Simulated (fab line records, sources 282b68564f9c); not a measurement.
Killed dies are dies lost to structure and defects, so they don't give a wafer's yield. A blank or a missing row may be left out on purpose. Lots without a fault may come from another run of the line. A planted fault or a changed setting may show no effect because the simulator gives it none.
Problem report in the 8D (eight disciplines) form, filled by code | flow rit_cmos | the parts of the form that need people (team, actions taken, sign-off) are left out

1. THE PROBLEM
run_length_s at RIT_ACTIVE_SOFTBAKE_07 reads a mean of 80.16 s on 6 wafers of 2 lots; wafers without a fault read 89.32 s with a standard deviation of 0.21. That is -44 standard deviations from the usual mean.
The step: time 60 s.
First seen on wafer L412.1, day 3 21:58, on litho_track-04. The record holds 42 wafers of 14 lots with a number at this step. Rule for "out", or "out of limits": more than 4 standard deviations from the usual mean. The other wafers with a number count as sound.

2. WHAT IT IS AND WHAT IT IS NOT
question                    | is                                 | is not
which readings at this step | run_length_s, heater_power_total_W | -
which lots                  | L412, L414                         | L401, L402, L403, L404, L405, L406, L407, L409, L410, L416, L417, L418
which wafers of those lots  | all that have a number             | -
read on which tools         | litho_track-04                     | litho_track-02, litho_track-03
when                        | from day 3 21:58                   | up to then (27 sound wafers); but 9 sound wafers of L416, L417, L418 came after

3. SUSPECTS, AND WHAT RULES EACH OUT
Counting: a tool at a process step up to the reading stays a suspect if it ran every lot that is out and no sound lot after the first of them.
- litho_track-04 at RIT_ACTIVE_SOFTBAKE_07 (time 60 s): kept. It ran every lot that is out, first L412 (day 3 21:58), and no sound lot after that; its last sound lot up to then is L410 (day 3 11:40). Its own readings are out on those wafers: heater_power_total_W, run_length_s.
Left after counting: litho_track-04 at RIT_ACTIVE_SOFTBAKE_07.

4. THE CAUSE (what the simulator had put in)
Process parameter drift: litho_track-04, from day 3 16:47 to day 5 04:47, at RIT_ACTIVE_SOFTBAKE_07. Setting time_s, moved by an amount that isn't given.
Counting left only this tool.

5. THE CHAIN OF EFFECTS, in route order
Each row: a reading whose mean over the struck wafers that have a number lies more than 3 standard deviations from the usual. Only readings for which the record gives a usual standard deviation are gone through. hours: the time from each lot's start at the first step in this table that gives one to its start at this step, as a median over the lots. sigmas: the change in usual standard deviations.
hours | step                   | reading              | usual   | on struck wafers | change | sigmas
0     | RIT_ACTIVE_SOFTBAKE_07 | heater_power_total_W | 34.56 W | 36.19            | +1.63  | +32
0     | RIT_ACTIVE_SOFTBAKE_07 | run_length_s         | 89.32 s | 80.16            | -9.16  | -44
The process steps in it:
- RIT_ACTIVE_SOFTBAKE_07: time 60 s.

6. WHAT WOULD HAVE CAUGHT IT SOONER
In this record the first reading out of limits was taken at day 3 21:58, 5 hours after the fault began at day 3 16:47.
